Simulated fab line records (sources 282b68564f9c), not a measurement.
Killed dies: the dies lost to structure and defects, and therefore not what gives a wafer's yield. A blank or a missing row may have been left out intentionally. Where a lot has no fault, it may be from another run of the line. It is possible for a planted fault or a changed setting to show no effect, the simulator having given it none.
Lot-split experiment | flow rit cmos | 23 wafers read from 5 lots, route of 202 steps

== THE SPLIT ITSELF ==
At RIT_NWELL_IMPLANT_08, the setting energy kev was moved away from the recipe's 170 on 6 of the 23 wafers read, by +2.8% to +5.9%. This setting was run at the recipe's value on the other wafers.

Reading taken at the split's own step.

== THE READING ==
The simulator's own value implant.drp nm, read by no gauge, in nm at RIT_NWELL_IMPLANT_08. No usual value for it is given in the file.

wafer  | tool, chamber at the split | energy kev as run | against the recipe | implant.drp nm, nm | against lot-mates on the recipe
L074.1 | implanter-04, 0            | 174.7             | +2.8%              | 70.25              | +1.43
L074.6 | implanter-04, 0            | 174.7             | +2.8%              | 70.25              | +1.43
L074.3 | implanter-04, 0            | 170               | recipe             | 68.82              | -
L074.4 | implanter-04, 0            | 170               | recipe             | 68.82              | -
L074.5 | implanter-04, 0            | 170               | recipe             | 68.82              | -
L076.1 | implanter-03, 0            | 170               | recipe             | 68.82              | -
L076.2 | implanter-03, 0            | 170               | recipe             | 68.82              | -
L076.3 | implanter-03, 0            | 170               | recipe             | 68.82              | -
L076.5 | implanter-03, 0            | 170               | recipe             | 68.82              | -
L076.6 | implanter-03, 0            | 170               | recipe             | 68.82              | -
L080.2 | implanter-04, 0            | 170               | recipe             | 68.82              | -
L080.4 | implanter-04, 0            | 170               | recipe             | 68.82              | -
L080.6 | implanter-04, 0            | 170               | recipe             | 68.82              | -
L081.1 | implanter-04, 0            | 170               | recipe             | 68.82              | -
L081.3 | implanter-04, 0            | 170               | recipe             | 68.82              | -
L081.5 | implanter-04, 0            | 170               | recipe             | 68.82              | -
L081.4 | implanter-04, 0            | 180.1             | +5.9%              | 71.86              | +3.04
L081.6 | implanter-04, 0            | 180.1             | +5.9%              | 71.86              | +3.04
L084.1 | implanter-03, 0            | 178.2             | +4.8%              | 71.3               | +2.48
L084.5 | implanter-03, 0            | 178.2             | +4.8%              | 71.3               | +2.48
L084.2 | implanter-03, 0            | 170               | recipe             | 68.82              | -
L084.4 | implanter-03, 0            | 170               | recipe             | 68.82              | -
L084.6 | implanter-03, 0            | 170               | recipe             | 68.82              | -

THE FIT
A straight line over all 23 wafers: implant.drp nm changes by +0.513 nm for each +1% of energy kev; r = +1.00; the points scatter about the line by 0.0046 nm.
The same after taking each lot's own level away (the mean of its wafers on the recipe; 23 wafers): +0.513 nm for each +1%; r = +1.00; scatter 0.0046 nm.
Per that fit: largest energy kev move, reading shift of 3 nm.
The lots' own levels span 68.820 to 68.820 nm.
The two slopes are in agreement: the lot-to-lot level therefore moves the slope only a little.
Check: for one of the wafers moved furthest among these (+5.9%), held out of the fit, the line's prediction against its lot-mates is +3.05 nm. Against them it came out at +3.04 nm.

== ADDITIONAL SPLITS CARRIED BY THESE WAFERS ==
Note: prior to the reading, these wafers also went through further splits. Each is held against what the fit with the lots' levels taken away leaves over:
other split on the same wafers | wafers away from the commonest value | r with implant.drp nm (lot level and that fit taken away)
RIT_ACTIVE_CVD_03 time s       | 15                                   | +0.22
RIT_ACTIVE_ETCH_13 rf w        | 10                                   | -0.31
RIT_FOX1_OXIDATION_00 temp c   | 5                                    | +0.16

== THE WHOLE CHAIN: every reading that the file lists as answering this split, in the file's order ==
step                 | what it does | reading                                                         | change (the file's fit)               | r (the file's)
RIT_NWELL_IMPLANT_08 |              | implant.rp nm (the simulator's own value, which no gauge read)  | +2.16 nm for each +1% of the setting  | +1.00
RIT_NWELL_IMPLANT_08 |              | implant.drp nm (the simulator's own value, which no gauge read) | +0.513 nm for each +1% of the setting | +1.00

== THE FILE'S OWN FIT ==
implant.drp nm changes by +0.513 nm for each +1% of energy kev, r = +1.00.
